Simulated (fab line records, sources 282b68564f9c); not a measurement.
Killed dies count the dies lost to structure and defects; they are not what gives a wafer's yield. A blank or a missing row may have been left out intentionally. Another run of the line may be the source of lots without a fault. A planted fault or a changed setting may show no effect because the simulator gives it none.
Comparing a struck lot with a sound one ; flow rit cmos ; 15 out of 202 route steps
Sound: the wafers L932.2, L932.3, L932.4. Struck: wafer L946.3. (L946.1, L946.4 of the same lot were not struck and are left out.) The cause comes at the end.
Per side, at each step with rows, come the tool, then ch with its chambers, and then its first start. Under that, the readings that differ: sound wafers ; struck wafers ; difference of the means ; sigmas: that difference in standard deviations of wafers without a fault.
alike: same words and numbers on both sides, and readings whose means sit less than 2 such deviations apart. not compared: any withheld reading, any reading some wafer has no value for, any bound like >300 that may hide the same value, and any number with overlapping values for which the record gives no deviation.
Wherever a step has rows on one side only, a row that says differs or no value, or a row with sigmas, the two part there. Numbers that don't overlap but have no deviation are shown without sigmas and don't part them. Lack of a reading on every wafer of one side parts them only where that side has two or more wafers.

RIT_SILICIDE_RTA_06: time 10 s, ramp up 5 s, ramp down 10 s.
  sound on rtp anneal-02 ch 0, day 4 02:38; struck on rtp anneal-02 ch 0, day 7 01:17
  alike: anneal temp c max, wafer_temp_C_max
RIT_CONTACT_CVD_00: deposits SiO2 from TEOS, target thk 400 nm, time 61 s.
  sound on pecvd-02 ch 0,1,2, day 4 02:42; struck on pecvd-04 ch 1, day 7 01:21
  alike: heater power w
RIT_CONTACT_THK_MEAS_01:
  struck on film metro-01, day 7 01:24; sound on film metro-03, day 4 02:46
  alike: CONTACT_TEOS_THK
then, 6 steps without rows for these wafers: RIT_CONTACT_HMDS_02 (prime time 60 s); RIT_CONTACT_COAT_03 (resist thk 1000 nm); RIT_CONTACT_SOFTBAKE_04 (time 58.15 s); RIT_CONTACT_EXPOSE_05 (exposes mask M11, target cd 1000 nm); RIT_CONTACT_PEB_06; RIT_CONTACT_DEVELOP_07 (develop time 120 s).
RIT_CONTACT_CD_MEAS_08: target cd 1000 nm.
  struck on cd sem-01, day 7 02:35; sound on cd sem-01, day 4 03:58
  alike: cd nm
RIT_CONTACT_OVL_MEAS_09:
  struck on overlay-01, day 7 02:42; sound on overlay-02, day 4 04:05
  alike: CONTACT_OVL
then, 1 step without rows for these wafers: RIT_CONTACT_HARDBAKE_10 (time 60 s).
RIT_CONTACT_ETCH_11: etches SiO2 in CHF3/CF4/Ar, stops on TiSi2, target depth 480 nm, time 320 s.
  sound on rie diel-02 ch 0,2,3, day 4 04:16; struck on rie diel-02 ch 2, day 7 02:53
reading;sound;struck;difference;sigmas
model.NOVOLAK_of_CONTACT_COAT_03.thk nm (nm);773 769.9 770.2;724.3;-46.7;
  alike: CHF3_flow_sccm, drypump motor current A, oes product au, throttle valve pct
  not compared: rf hours counter h
RIT_CONTACT_STRIP_12: strips in O2, time 180 s.
  sound on plasma asher-03 ch 0,1, day 4 04:27; struck on plasma asher-02 ch 0, day 7 03:05
  alike: drypump motor current A
  not compared: rf hours counter h
RIT_M1_PROBE_99:
  struck on prober-02, day 7 08:04; sound on prober-02, day 4 09:19
reading;sound;struck;difference;sigmas
model.etest.nmos_0p15.junction log10 a um;-13.73 -13.49 -13.65;-11.26;+2.36;
model.etest.nmos narrow.off log10 a um;-13.23 -13.18 -13.15;-11.25;+1.94;
model.etest.nmos_0p3.off log10 a um;-13.14 -13.1 -13.11;-11.25;+1.87;
model.etest.gate end array.leak log10 a um;-12.93 -13.08 -12.86;-11.04;+1.92;
model.etest.pmos_0p15.junction log10 a um;-13.75 -13.66 -13.77;-12.25;+1.48;
model.etest.contact diode array.leak log10 a (angstrom);-9.647 -9.392 -9.406;-7.976;+1.506;
model.etest.select edge diode n.leak log10 a (angstrom);-9.762 -9.859 -9.819;-9.056;+0.757;
model.etest.antenna contact.gate log10 a cm2;-6.478 -6 -6.401;-5.163;+1.130;
  alike: killed at front end, killed dies, killed open, killed short

## WHERE THEY PART
Nowhere in this record.

WHY: whatever the simulator had introduced
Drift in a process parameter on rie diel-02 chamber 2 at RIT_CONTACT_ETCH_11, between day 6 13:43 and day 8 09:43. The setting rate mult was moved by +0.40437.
